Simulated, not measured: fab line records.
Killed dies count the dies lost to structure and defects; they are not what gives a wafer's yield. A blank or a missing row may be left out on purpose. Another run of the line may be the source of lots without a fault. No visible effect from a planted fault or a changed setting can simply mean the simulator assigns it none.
Split-lot experiment / flow rit-cmos / 23 wafers read across 5 lots, on a route 202 steps long

THE SPLIT
At RIT_NSD_IMPLANT_08, the setting energy-kev was moved away from the recipe's 25 on 9 of the 23 wafers read, by -5.3% to +3.0%. This setting was run at the recipe's value on the other wafers.

BETWEEN THE SPLIT AND THE READING: the file shows 1 step in between
- RIT_NSD_STRIP_09: strips in O2, time 180 s

THE READING
NSD_TW, at RIT_NSD_TW_MEAS_10. Fault-free wafers of this fab line usually give 3131, standard deviation 16.

wafer=L075.1; tool, chamber at the split=implanter-01, 0; energy-kev as run=25; against the recipe=recipe; NSD_TW=3122; against lot-mates on the recipe=-
wafer=L075.2; tool, chamber at the split=implanter-01, 0; energy-kev as run=25.74; against the recipe=+3.0%; NSD_TW=3144; against lot-mates on the recipe=+16
wafer=L075.3; tool, chamber at the split=implanter-01, 0; energy-kev as run=25.74; against the recipe=+3.0%; NSD_TW=3155; against lot-mates on the recipe=+28
wafer=L075.5; tool, chamber at the split=implanter-01, 0; energy-kev as run=25.74; against the recipe=+3.0%; NSD_TW=3157; against lot-mates on the recipe=+30
wafer=L075.6; tool, chamber at the split=implanter-01, 0; energy-kev as run=25; against the recipe=recipe; NSD_TW=3133; against lot-mates on the recipe=-
wafer=L076.1; tool, chamber at the split=implanter-01, 0; energy-kev as run=23.67; against the recipe=-5.3%; NSD_TW=3060; against lot-mates on the recipe=-62
wafer=L076.2; tool, chamber at the split=implanter-01, 0; energy-kev as run=23.67; against the recipe=-5.3%; NSD_TW=3091; against lot-mates on the recipe=-31
wafer=L076.4; tool, chamber at the split=implanter-01, 0; energy-kev as run=25; against the recipe=recipe; NSD_TW=3110; against lot-mates on the recipe=-
wafer=L076.5; tool, chamber at the split=implanter-01, 0; energy-kev as run=25; against the recipe=recipe; NSD_TW=3128; against lot-mates on the recipe=-
wafer=L076.6; tool, chamber at the split=implanter-01, 0; energy-kev as run=25; against the recipe=recipe; NSD_TW=3127; against lot-mates on the recipe=-
wafer=L077.1; tool, chamber at the split=implanter-01, 0; energy-kev as run=25; against the recipe=recipe; NSD_TW=3152; against lot-mates on the recipe=-
wafer=L077.2; tool, chamber at the split=implanter-01, 0; energy-kev as run=25.74; against the recipe=+3.0%; NSD_TW=3173; against lot-mates on the recipe=+21
wafer=L077.4; tool, chamber at the split=implanter-01, 0; energy-kev as run=25.74; against the recipe=+3.0%; NSD_TW=3179; against lot-mates on the recipe=+27
wafer=L077.5; tool, chamber at the split=implanter-01, 0; energy-kev as run=25; against the recipe=recipe; NSD_TW=3149; against lot-mates on the recipe=-
wafer=L077.6; tool, chamber at the split=implanter-01, 0; energy-kev as run=25; against the recipe=recipe; NSD_TW=3155; against lot-mates on the recipe=-
wafer=L081.1; tool, chamber at the split=implanter-01, 0; energy-kev as run=23.87; against the recipe=-4.5%; NSD_TW=3099; against lot-mates on the recipe=-33
wafer=L081.3; tool, chamber at the split=implanter-01, 0; energy-kev as run=25; against the recipe=recipe; NSD_TW=3141; against lot-mates on the recipe=-
wafer=L081.4; tool, chamber at the split=implanter-01, 0; energy-kev as run=25; against the recipe=recipe; NSD_TW=3136; against lot-mates on the recipe=-
wafer=L081.5; tool, chamber at the split=implanter-01, 0; energy-kev as run=25; against the recipe=recipe; NSD_TW=3119; against lot-mates on the recipe=-
wafer=L081.6; tool, chamber at the split=implanter-01, 0; energy-kev as run=23.87; against the recipe=-4.5%; NSD_TW=3097; against lot-mates on the recipe=-35
wafer=L082.1; tool, chamber at the split=implanter-01, 0; energy-kev as run=25; against the recipe=recipe; NSD_TW=3163; against lot-mates on the recipe=-
wafer=L082.4; tool, chamber at the split=implanter-01, 0; energy-kev as run=25; against the recipe=recipe; NSD_TW=3124; against lot-mates on the recipe=-
wafer=L082.6; tool, chamber at the split=implanter-01, 0; energy-kev as run=25; against the recipe=recipe; NSD_TW=3140; against lot-mates on the recipe=-

THE FIT
A straight line over all 23 wafers: NSD_TW changes by +9.63 for each +1% of energy-kev; r = +0.86; the points scatter about the line by 15.
The same after taking each lot's own level away (the mean of its wafers on the recipe; 23 wafers): +8.2 for each +1%; r = +0.91; scatter 9.6.
According to that fit, moving energy-kev by its largest amount changes the reading by 44.
The lots' own levels span 3121.7 to 3152.0, that is 1.9 times the standard deviation above.
So the lot-to-lot level changes the slope: the two fits differ.
Check: for one of the wafers moved furthest among these (-5.3%), held out of the fit, the line's prediction against its lot-mates is -38.2. Against them it came out at -61.7.

THESE WAFERS: OTHER SPLITS
Other splits were also applied to these wafers ahead of the reading. Each is held against what the fit with the lots' levels taken away leaves over:
other split on the same wafers=RIT_GATE_OXIDATION_05 temp-c; wafers away from the commonest value=13; r with NSD_TW (lot level and that fit taken away)=-0.06
other split on the same wafers=RIT_GATE_CVD_08 sih4-flow-sccm; wafers away from the commonest value=15; r with NSD_TW (lot level and that fit taken away)=-0.07
other split on the same wafers=RIT_GATE_DEVELOP_15 dev-temp-c; wafers away from the commonest value=8; r with NSD_TW (lot level and that fit taken away)=-0.05
other split on the same wafers=RIT_NLDD_COAT_01 resist-thk-nm; wafers away from the commonest value=11; r with NSD_TW (lot level and that fit taken away)=-0.06
other split on the same wafers=RIT_PLDD_IMPLANT_08 dose-cm2; wafers away from the commonest value=7; r with NSD_TW (lot level and that fit taken away)=+0.06

THE WHOLE CHAIN: every reading that the file lists as answering this split, in the file's order
step=RIT_NSD_IMPLANT_08; what it does=; reading=implant.rp-nm (the simulator's own value, which no gauge read); change (the file's fit)=+0.221 nm for each +1% of the setting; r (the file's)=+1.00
step=RIT_NSD_IMPLANT_08; what it does=; reading=implant.drp-nm (the simulator's own value, which no gauge read); change (the file's fit)=+0.09 nm for each +1% of the setting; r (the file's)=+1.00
step=RIT_NSD_TW_MEAS_10; what it does=; reading=NSD_TW; change (the file's fit)=+8.21 for each +1% of the setting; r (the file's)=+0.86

THE FILE'S OWN FIT
NSD_TW changes by +8.21 for each +1% of energy-kev, r = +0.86.
